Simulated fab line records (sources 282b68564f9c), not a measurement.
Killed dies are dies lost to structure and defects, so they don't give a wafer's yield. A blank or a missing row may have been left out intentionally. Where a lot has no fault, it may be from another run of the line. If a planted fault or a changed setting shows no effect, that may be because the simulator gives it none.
The same fault as seen by 2 desks | flow rit cmos | numbers are kept per desk, each desk with only its own; the story behind them comes last

## FOR THE TOOL OWNER'S DESK: pvd sputter-02
The tool's own readings at RIT_M1_SPUTTER_00 (material Al, target thk 400 nm, time 500 s): means of the sampled wafers that have a number, for each lot that ran on this tool. A lot is out of limits, marked OUT, if its mean lies more than 4 standard deviations from the usual mean; the brackets give that distance.
Columns: A = throttle valve pct at RIT_M1_SPUTTER_00, usual 29.2 %
lot  | first seen here | A
L707 | day 3 13:10     | 29.7
L717 | day 5 14:41     | 29.8
This desk's verdict: no lot among the 2 shows anything out of limits.

## FROM THE METROLOGY DESK
What the gauges read, lot by lot, whatever tool the lot ran on: means of the sampled wafers that have a number. A lot is out of limits, marked OUT, if its mean lies more than 4 standard deviations from the usual mean; the brackets give that distance.
Columns: A = PSD_TW at RIT_PSD_TW_MEAS_10, usual 3444; B = SILICIDE_TI_THK at RIT_SILICIDE_THK_MEAS_03, usual 30.0 nm; C = CONTACT_OVL at RIT_CONTACT_OVL_MEAS_09, usual 0.9 nm
lot  | first seen here | A    | B    | C
L706 | day 3 06:11     | 3416 | 29.7 | 0.4
L707 | day 3 09:24     | 3395 | 30.1 | 0.0
L708 | day 3 13:06     | 3458 | 29.8 | 1.0
L714 | day 4 18:32     | 3416 | 29.6 | -0.3
L717 | day 5 10:53     | 3471 | 29.8 | 1.0
L718 | day 5 14:35     | 3446 | 30.0 | 3.2
L720 | day 6 00:06     | 3442 | 30.2 | -0.2
L722 | day 6 10:33     | 3458 | 30.1 | 1.9
L724 | day 6 19:14     | 3394 | 29.9 | 3.0
L726 | day 7 05:34     | 3462 | 29.7 | 0.8
L728 | day 7 15:53     | 3436 | 30.0 | 0.4
This desk's verdict: no lot among the 11 shows anything out of limits.

## TAKEN TOGETHER
Nothing out of limits was seen by the tool owner's desk.
The metrology desk saw nothing out of limits.

## WHAT THE SIMULATOR HAD PUT IN
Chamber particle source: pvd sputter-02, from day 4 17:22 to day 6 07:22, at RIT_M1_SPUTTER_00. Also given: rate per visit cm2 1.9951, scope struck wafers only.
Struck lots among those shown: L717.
